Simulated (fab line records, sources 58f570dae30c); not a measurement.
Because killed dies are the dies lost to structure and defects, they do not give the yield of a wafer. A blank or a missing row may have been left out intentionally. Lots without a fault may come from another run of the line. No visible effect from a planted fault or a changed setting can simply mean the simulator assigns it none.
fab line records + flow berkeley_cmos170
record
- lots=14
- wafers=42
- last_day=11
route steps=331 shown PWELL@49
lots that met no fault: from a run of the same line without faults
start_h: the number of hours between the record's first day and the start of the first shown wafer of the lot + wait_h: hours from the lot's prior step to this one + " unchanged from the row above + L1.1+2: a row that stands for several wafers + - no value, or no start given + * or withheld: withheld + < > ~ a bound
route shown NAME@n: NAME is a module with steps in the file, n the number in the route of the first one + usual: mean/standard deviation of fault-free wafers + same: alike in all rows + chamber/n: place in a boat + sites: per-site readings + _std_site: standard deviation of those values + _edge_site: outer sites' mean less inner sites' + radius_mm: for every site, how far away it sits from the centre of the wafer + mask NAME#n: copy n + behind: the last tool/chamber to shape the wafer + hold: why the lot was held/for how many hours/how that ended + device: the n, p or np transistor that did not switch + end of line: the same wafers' tests at the end of the route + step lacking rows: just its recipe + killed: the dies lost at the first sort to structure and to defects; this is not the yield of the wafer + map: a wafer's dies, marking killed ones x, the rest . and places with no die _
set.NAME: the run value of the setting; set.NAME@STEP: its run value at that earlier step + model.NAME: the simulator's own value behind a step, which no gauge read
route steps across a sampled set of lots; one table per step, one row per wafer
services: from which hour (start_h, from the record's first day; less than 0 if before it) a tool's chamber was out of use, for how many hours, and why
## steps
# step UCB170_PWELL_IMPLANT_15
# recipe
- species=B
- dose_cm2=5e+12
- energy_kev=60
- tilt_deg=7
| lot.wafer  | tool         | chamber | start_h | wait_h |
|------------|--------------|---------|---------|--------|
| L272.1+3+4 | implanter-01 | 0       | 53.03   | 0.1    |
| L273.1+3+4 | implanter-01 | 0       | 56.01   | 0.1    |
| L274.1+3+5 | implanter-02 | 0       | 56.39   | 0.1    |
| L276.1+3+6 | implanter-03 | 0       | 72.96   | 0.1    |
| L278.3+4+5 | implanter-03 | 0       | 79.42   | 0.1    |
| L279.2+4+5 | implanter-01 | 0       | 79.57   | 0.1    |
| L277.1+5+6 | implanter-02 | 0       | 79.76   | 0.1    |
| L281.1+5+6 | implanter-01 | 0       | 103.27  | 0.1    |
| L285.2+3+6 | implanter-02 | 0       | 113.68  | 0.1    |
| L285.2+3+6 | implanter-02 | 0       | 114.00  | 0.3    |
| L286.2+5+6 | implanter-02 | 0       | 117.53  | 0.1    |
| L286.2+5+6 | implanter-02 | 0       | 117.85  | 0.3    |
| L290.2+3+6 | implanter-03 | 0       | 135.04  | 0.1    |
| L288.1+3+6 | implanter-02 | 0       | 135.22  | 0.1    |
| L293.4+5+6 | implanter-01 | 0       | 153.06  | 0.1    |
| L294.1+3+5 | implanter-02 | 0       | 158.09  | 0.1    |
# step UCB170_PWELL_TW_MEAS_17
# usual
- PWELL_TW=375/3.1
| lot.wafer | tool          | chamber | start_h | wait_h | PWELL_TW |
|-----------|---------------|---------|---------|--------|----------|
| L272.1    | film_metro-03 | -       | 53.28   | 0.1    | 372      |
| L272.3    | "             | -       | "       | "      | 372      |
| L272.4    | "             | -       | "       | "      | 370      |
| L273.1    | film_metro-04 | -       | 56.26   | 0.1    | 380      |
| L273.3    | "             | -       | "       | "      | 378      |
| L273.4    | "             | -       | "       | "      | 382      |
| L274.1    | film_metro-04 | -       | 56.64   | 0.1    | 381      |
| L274.3    | "             | -       | "       | "      | 380      |
| L274.5    | "             | -       | "       | "      | 380      |
| L276.1    | film_metro-03 | -       | 73.21   | 0.1    | 375      |
| L276.3    | "             | -       | "       | "      | 373      |
| L276.6    | "             | -       | "       | "      | 373      |
| L278.3    | film_metro-04 | -       | 79.64   | 0.1    | 377      |
| L278.4    | "             | -       | "       | "      | 376      |
| L278.5    | "             | -       | "       | "      | 376      |
| L279.2    | film_metro-03 | -       | 79.81   | 0.1    | 374      |
| L279.4    | "             | -       | "       | "      | 370      |
| L279.5    | "             | -       | "       | "      | 373      |
| L277.1    | film_metro-04 | -       | 80.08   | 0.1    | 378      |
| L277.5    | "             | -       | "       | "      | 377      |
| L277.6    | "             | -       | "       | "      | 376      |
| L281.1    | film_metro-02 | -       | 103.52  | 0.1    | 375      |
| L281.5    | "             | -       | "       | "      | 375      |
| L281.6    | "             | -       | "       | "      | 374      |
| L285.2    | film_metro-03 | -       | 114.23  | 0.1    | 460      |
| L285.3    | "             | -       | "       | "      | 460      |
| L285.6    | "             | -       | "       | "      | 460      |
| L286.2    | film_metro-04 | -       | 118.08  | 0.1    | 468      |
| L286.5    | "             | -       | "       | "      | 469      |
| L286.6    | "             | -       | "       | "      | 469      |
| L290.2    | film_metro-02 | -       | 135.28  | 0.1    | 377      |
| L290.3    | "             | -       | "       | "      | 376      |
| L290.6    | "             | -       | "       | "      | 378      |
| L288.1    | film_metro-03 | -       | 135.47  | 0.1    | 372      |
| L288.3    | "             | -       | "       | "      | 369      |
| L288.6    | "             | -       | "       | "      | 371      |
| L293.4    | film_metro-04 | -       | 153.27  | 0.1    | 376      |
| L293.5    | "             | -       | "       | "      | 376      |
| L293.6    | "             | -       | "       | "      | 378      |
| L294.1    | film_metro-03 | -       | 158.34  | 0.1    | 375      |
| L294.3    | "             | -       | "       | "      | 374      |
| L294.5    | "             | -       | "       | "      | 374      |
## services
| tool         | chamber | start_h | hours | kind   |
|--------------|---------|---------|-------|--------|
| implanter-02 | -       | 71.36   | 2.3   | repair |
| implanter-01 | -       | 98.51   | 3.9   | pm     |
| implanter-01 | -       | 136.20  | 6.8   | pm     |
| implanter-03 | -       | 139.25  | 22.4  | pm     |
## key
first_sign
- step=UCB170_PWELL_IMPLANT_15
- reading=visit
- direction=added
effect
- step=UCB170_PWELL_TW_MEAS_17
- reading=PWELL_TW
- direction=up
- sigmas=29
- usual=375
- struck=464
met_at UCB170_PWELL_IMPLANT_15
struck_lots L285,L286
tester_left_out L285,L286
fault
- kind=repeated_step_whole
- tool=implanter-01,implanter-02,implanter-03
- chamber=-
- onset_h=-
- steps=UCB170_PWELL_IMPLANT_15
- times=1
- scope=struck_lots_only
# tester_left_out: of these lots the tester's yield and bins aren't shown, on N5 and GAA mostly nor the transistor test; their killed dies are dies lost to structure and defects alone, not to doping, threshold or leakage, so they don't give the yield
